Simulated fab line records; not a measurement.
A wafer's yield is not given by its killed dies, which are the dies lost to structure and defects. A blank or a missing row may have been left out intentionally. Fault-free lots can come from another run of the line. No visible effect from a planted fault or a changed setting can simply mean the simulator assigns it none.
One fault seen from 2 desks	flow berkeleyCmos170	what lay behind the numbers comes last; until then each desk has only its own

## AT THE TOOL OWNER'S DESK: rieSi-01
The tool's own readings at UCB170_GATE_ETCH_15 (etches poly-Si in HBr/Cl2, stops on SiO2, time 56.3 s, target depth 278.2 nm): means of the sampled wafers that have a number, for each lot that ran on this tool. A lot is out of limits, marked OUT, if its mean lies more than 4 standard deviations from the usual mean; the brackets give that distance.
Columns: A = drypumpMotorCurrentA at UCB170_GATE_ETCH_15, usual 5.6 A; B = oesProductAu at UCB170_GATE_ETCH_15, usual 0.827 a.u.; C = throttleValvePct at UCB170_GATE_ETCH_15, usual 26.49 %
lot	first seen here	A	B	C
L235	day 7 19:51	6.0	0.814	26.23
L237	day 8 08:35	5.2	0.839	26.69
L238	day 8 09:12	5.8	0.822	26.21
L242	day 9 06:38	5.6	0.833	26.47
L246	day 9 07:02	5.6	0.809	26.20
L247	day 10 02:09	5.6	0.832	26.46
L253	day 11 10:00	5.0	0.895 (+4.5) OUT	26.42
L256	day 11 21:27	5.8	0.890 (+4.2) OUT	26.22
Finding of this desk: L253, L256 out of limits; the first was L253 at day 11 10:00, on oesProductAu at UCB170_GATE_ETCH_15. In limits: L235, L237, L238, L242, L246, L247.

## METROLOGY DESK
What the gauges read, lot by lot, whatever tool the lot ran on: means of the sampled wafers that have a number. A lot is out of limits, marked OUT, if its mean lies more than 4 standard deviations from the usual mean; the brackets give that distance.
Columns: A = PLDD_OVL at UCB170_PLDD_OVL_MEAS_07, usual 0 nm; B = NLDD_OVL at UCB170_NLDD_OVL_MEAS_07, usual 4 nm
lot	first seen here	A	B
L235	day 7 21:54	-3	4
L236	day 7 21:55	2	5
L237	day 8 13:10	-2	10
L239	day 8 13:27	0	6
L238	day 8 13:43	-2	3
L240	day 8 13:45	-2	5
L242	day 9 09:02	-5	-3
L246	day 9 09:35	2	9
L247	day 10 04:37	-5	5
L249	day 10 04:46	-7	1
L251	day 10 19:48	0	10
L254	day 11 11:38	-4	7
L253	day 11 12:20	-1	-1
L256	day 11 23:38	-6	-1
This desk found nothing out of limits on any of the 14 lots.

## BROUGHT TOGETHER
An alarm could have come from the tool owner's desk at day 11 10:00, on L253, L256.
At the metrology desk, nothing out of limits was observed.
The metrology desk has L253, L256 on record, within its limits.
All the named lots went through UCB170_GATE_ETCH_15 on rieSi-01.

## WHAT THE SIMULATOR HAD PUT IN
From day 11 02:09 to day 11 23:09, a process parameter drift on rieSi-01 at UCB170_GATE_ETCH_15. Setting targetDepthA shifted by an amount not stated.
Shown lots that were struck: L253, L256.
Hours from the fault's start to each desk's first reading out of limits: the tool owner's desk, 8.
